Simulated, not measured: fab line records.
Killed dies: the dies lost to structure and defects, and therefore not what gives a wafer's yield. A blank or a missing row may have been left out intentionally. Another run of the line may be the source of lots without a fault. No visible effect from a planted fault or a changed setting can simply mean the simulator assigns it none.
Struck lot and sound lot, side by side || flow berkeley_cmos170 || 17 steps out of a route of 331
Sound: wafers L315.1, L315.3, L315.5. Struck: wafer L317.4. (L317.1, L317.2 of the same lot were not struck and are left out.) The cause comes at the end.
Each step with rows lists, per side, the tool, then ch with its chambers, then its first start. Under that, the readings that differ: sound wafers || struck wafers || difference of the means || sigmas: that difference in standard deviations of wafers without a fault.
alike: words and numbers the same on both sides, and readings whose means are apart by under 2 such deviations; not compared: readings that were withheld, readings missing a value for some wafer, numbers with overlapping values and no deviation given by the record, and bounds like >300 which may hide the same value.
Wherever a step has rows on one side only, a row that says differs or no value, or a row with sigmas, the two part there. When numbers do not overlap yet have no deviation, they are printed without sigmas and do not part them. A reading missing from all wafers of one side parts the sides only when that side holds two or more wafers.

first, 6 steps without rows for these wafers: UCB170_V1_HMDS_06 (prime time 60 s); UCB170_V1_COAT_07 (resist thk 900 nm); UCB170_V1_SOFTBAKE_08 (time 60 s); UCB170_V1_EXPOSE_09 (exposes mask VIA1, target cd 700 nm); UCB170_V1_PEB_10; UCB170_V1_DEVELOP_11 (develop time 45 s).
UCB170_V1_CD_MEAS_12 targets a cd of 700 nm.
  struck on cd_sem-01, day 11 00:19; sound on cd_sem-01, day 10 12:27
{"reading": "cd_nm (nm)", "sound": "702.8 702.9 703.5", "struck": 699.4, "difference": -3.7, "sigmas": -2}
UCB170_V1_OVL_MEAS_13:
  struck on overlay-02, day 11 00:26; sound on overlay-02, day 10 12:34
  alike: V1_OVL
UCB170_V1_ETCH_14: etches SiO2 in CHF3/CF4/Ar, stops on Al, target depth 1250 nm, time 291 s.
  sound on rie_diel-03 ch 1,3, day 10 12:36; struck on rie_diel-03 ch 0, day 11 00:29
  alike: drypump_motor_current_A, oes_product_au, throttle_valve_pct
  not compared: rf_hours_counter_h
UCB170_V1_STRIP_15: strips in O2.
  sound on plasma_asher-03 ch 0,1, day 10 12:47; struck on plasma_asher-03 ch 1, day 11 00:40
  alike: drypump_motor_current_A, oes_product_au, strip_time_to_endpoint_s
  not compared: rf_hours_counter_h
UCB170_V1_CD_MEAS_90 targets a cd of 700 nm.
  struck on cd_sem-02, day 11 00:46; sound on cd_sem-01, day 10 12:53
  alike: cd_nm
then, 1 step without rows for these wafers: UCB170_M2_PRE_CLEAN_00 (preclean etch time 60 s).
UCB170_M2_SPUTTER_01: material Al, target thk 900 nm, time 120 s.
  struck on pvd_sputter-03, day 11 00:56; sound on pvd_sputter-02, day 10 13:04
  alike: cathode_dc_power_W, chamber_pressure_pa, throttle_valve_pct
UCB170_M2_RS_MEAS_02: measures by four-point-probe.
  struck on film_metro-01, day 11 01:02; sound on film_metro-02, day 10 13:09
{"reading": "M2_AL_RS (ohm/sq)", "sound": "0.0317 0.0324 0.0319", "struck": 0.0340, "difference": "+0.0020", "sigmas": "+5"}
UCB170_M2_THK_MEAS_03: measures by xrf.
  struck on film_metro-01, day 11 01:09; sound on film_metro-02, day 10 13:16
{"reading": "M2_AL_THK (nm)", "sound": "929 906 922", "struck": 862, "difference": -57, "sigmas": -5}
then, 2 steps without rows for these wafers: UCB170_M2_HMDS_04 (prime time 60 s); UCB170_M3_PROBE_99.

== WHERE THEY PART ==
Last at UCB170_M2_THK_MEAS_03 as far as this record goes, first at UCB170_V1_CD_MEAS_12.

WHY: what the simulator had put in
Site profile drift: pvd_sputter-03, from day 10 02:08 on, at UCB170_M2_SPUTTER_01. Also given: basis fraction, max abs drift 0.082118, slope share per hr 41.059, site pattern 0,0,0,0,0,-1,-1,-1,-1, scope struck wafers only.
